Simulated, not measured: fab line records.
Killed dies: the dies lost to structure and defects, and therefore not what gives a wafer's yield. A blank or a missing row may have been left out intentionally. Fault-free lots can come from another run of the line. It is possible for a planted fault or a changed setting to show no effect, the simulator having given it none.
The tool behind it: which one? || flow berkeley-cmos170 || 14 lots, 42 wafers sampled, at 3 steps of a route of 331

== WHAT THE GAUGES SHOWED, per wafer ==
UCB170_V1_CD_MEAS_90 targets a cd of 700 nm. Usual: cd-nm reads 700.0 nm (standard deviation 1.8).
{"lot": "L894", "measured": "day 7 09:28", "on": "cd-sem-02", "cd-nm (nm)": "699.2 700.1 700.7", "flag": ""}
{"lot": "L895", "measured": "day 7 09:02", "on": "cd-sem-02", "cd-nm (nm)": "701.0 698.2 700.1", "flag": ""}
{"lot": "L896", "measured": "day 7 09:36", "on": "cd-sem-02", "cd-nm (nm)": "698.9 701.7 700.9", "flag": ""}
{"lot": "L899", "measured": "day 7 22:36", "on": "cd-sem-01", "cd-nm (nm)": "699.4 700.7 697.5", "flag": ""}
{"lot": "L900", "measured": "day 7 22:52", "on": "cd-sem-02", "cd-nm (nm)": "702.9 701.4 702.2", "flag": ""}
{"lot": "L901", "measured": "day 8 14:28", "on": "cd-sem-01", "cd-nm (nm)": "698.9 700.0 700.1", "flag": ""}
{"lot": "L902", "measured": "day 8 14:12", "on": "cd-sem-01", "cd-nm (nm)": "701.5 702.3 701.8", "flag": ""}
{"lot": "L908", "measured": "day 9 17:19", "on": "cd-sem-01", "cd-nm (nm)": "698.2 700.2 699.6", "flag": ""}
{"lot": "L909", "measured": "day 10 08:20", "on": "cd-sem-01", "cd-nm (nm)": "700.8 701.5 700.9", "flag": ""}
{"lot": "L911", "measured": "day 10 19:56", "on": "cd-sem-02", "cd-nm (nm)": "699.5 698.4 698.1", "flag": ""}
{"lot": "L910", "measured": "day 10 20:11", "on": "cd-sem-02", "cd-nm (nm)": "699.9 700.3 700.6", "flag": ""}
{"lot": "L912", "measured": "day 10 21:16", "on": "cd-sem-01", "cd-nm (nm)": "699.7 700.4 699.2", "flag": ""}
{"lot": "L915", "measured": "day 11 14:52", "on": "cd-sem-02", "cd-nm (nm)": "701.1 699.0 700.9", "flag": ""}
{"lot": "L917", "measured": "day 12 01:04", "on": "cd-sem-01", "cd-nm (nm)": "704.2 701.8 700.2", "flag": ""}

UCB170_V2_CD_MEAS_12 targets a cd of 700 nm. Usual: cd-nm reads 700.5 nm (standard deviation 1.5).
{"lot": "L894", "measured": "day 7 14:27", "on": "cd-sem-02", "cd-nm (nm)": "700.6 700.8 701.2", "flag": ""}
{"lot": "L895", "measured": "day 7 13:51", "on": "cd-sem-02", "cd-nm (nm)": "702.1 700.4 701.3", "flag": ""}
{"lot": "L896", "measured": "day 7 15:01", "on": "cd-sem-01", "cd-nm (nm)": "699.9 701.0 700.6", "flag": ""}
{"lot": "L899", "measured": "day 8 03:13", "on": "cd-sem-02", "cd-nm (nm)": "698.3 699.3 698.3", "flag": ""}
{"lot": "L900", "measured": "day 8 03:31", "on": "cd-sem-01", "cd-nm (nm)": "699.4 699.2 698.7", "flag": ""}
{"lot": "L901", "measured": "day 8 20:01", "on": "cd-sem-01", "cd-nm (nm)": "700.8 698.7 698.2", "flag": ""}
{"lot": "L902", "measured": "day 8 19:55", "on": "cd-sem-02", "cd-nm (nm)": "698.1 698.8 699.6", "flag": ""}
{"lot": "L908", "measured": "day 9 22:31", "on": "cd-sem-01", "cd-nm (nm)": "697.6 698.9 697.8", "flag": ""}
{"lot": "L909", "measured": "day 10 15:41", "on": "cd-sem-01", "cd-nm (nm)": "702.4 700.1 701.5", "flag": ""}
{"lot": "L911", "measured": "day 11 00:59", "on": "cd-sem-01", "cd-nm (nm)": "703.1 702.6 702.4", "flag": ""}
{"lot": "L910", "measured": "day 11 01:04", "on": "cd-sem-02", "cd-nm (nm)": "703.5 704.0 703.1", "flag": ""}
{"lot": "L912", "measured": "day 11 01:55", "on": "cd-sem-02", "cd-nm (nm)": "702.7 701.4 701.3", "flag": ""}
{"lot": "L915", "measured": "day 11 19:32", "on": "cd-sem-01", "cd-nm (nm)": "700.7 701.3 700.9", "flag": ""}
{"lot": "L917", "measured": "day 12 05:25", "on": "cd-sem-02", "cd-nm (nm)": "699.8 700.8 699.9", "flag": ""}

== TOOL THAT RAN EACH LOT (tool first, then ch and the chambers of the sampled wafers, then the start) ==
{"lot": "L894", "UCB170_NWELL_CLEAN_17": "wet-bench-04 ch 2, day 2 06:46"}
{"lot": "L895", "UCB170_NWELL_CLEAN_17": "wet-bench-02 ch 2, day 2 08:27"}
{"lot": "L896", "UCB170_NWELL_CLEAN_17": "wet-bench-02 ch 2, day 2 16:58"}
{"lot": "L899", "UCB170_NWELL_CLEAN_17": "wet-bench-04 ch 2, day 3 07:20"}
{"lot": "L900", "UCB170_NWELL_CLEAN_17": "wet-bench-02 ch 1, day 3 11:02"}
{"lot": "L901", "UCB170_NWELL_CLEAN_17": "wet-bench-03 ch 3, day 3 15:34"}
{"lot": "L902", "UCB170_NWELL_CLEAN_17": "wet-bench-02 ch 3, day 3 19:00"}
{"lot": "L908", "UCB170_NWELL_CLEAN_17": "wet-bench-02 ch 0, day 5 02:29"}
{"lot": "L909", "UCB170_NWELL_CLEAN_17": "wet-bench-03 ch 3, day 5 10:44"}
{"lot": "L911", "UCB170_NWELL_CLEAN_17": "wet-bench-03 ch 1, day 5 15:07"}
{"lot": "L910", "UCB170_NWELL_CLEAN_17": "wet-bench-02 ch 1, day 5 15:20"}
{"lot": "L912", "UCB170_NWELL_CLEAN_17": "wet-bench-03 ch 2, day 5 19:20"}
{"lot": "L915", "UCB170_NWELL_CLEAN_17": "wet-bench-03 ch 0, day 6 15:27"}
{"lot": "L917", "UCB170_NWELL_CLEAN_17": "wet-bench-04 ch 0, day 6 23:31"}
- UCB170_NWELL_CLEAN_17: cleans in SPM, time 600 s.

== WHAT THE TOOLS THEMSELVES READ (means of the sampled wafers that have a number; where no wafer has one, the mark that the record gives instead) ==
The record holds no such reading with a usual standard deviation.

== THE ANSWER, worked out from the rows above alone ==
Rule: a lot is off if the mean of its wafers that have a number lies more than 3 standard deviations from the usual mean. A lot without any number at a reading at which 4 lots or more have one is off too. The other lots that the step has rows for count as sound. Order of review: gauges by route order, followed by the tools' own readings, for which a lot's mean as printed above is used. The first step at which some lot is off is used, and at that step the reading that is off furthest; a lot without a number counts as furthest.
None of the lots is off at any reading shown; this tells nothing.

== WHAT WAS PUT IN BY THE SIMULATOR ==
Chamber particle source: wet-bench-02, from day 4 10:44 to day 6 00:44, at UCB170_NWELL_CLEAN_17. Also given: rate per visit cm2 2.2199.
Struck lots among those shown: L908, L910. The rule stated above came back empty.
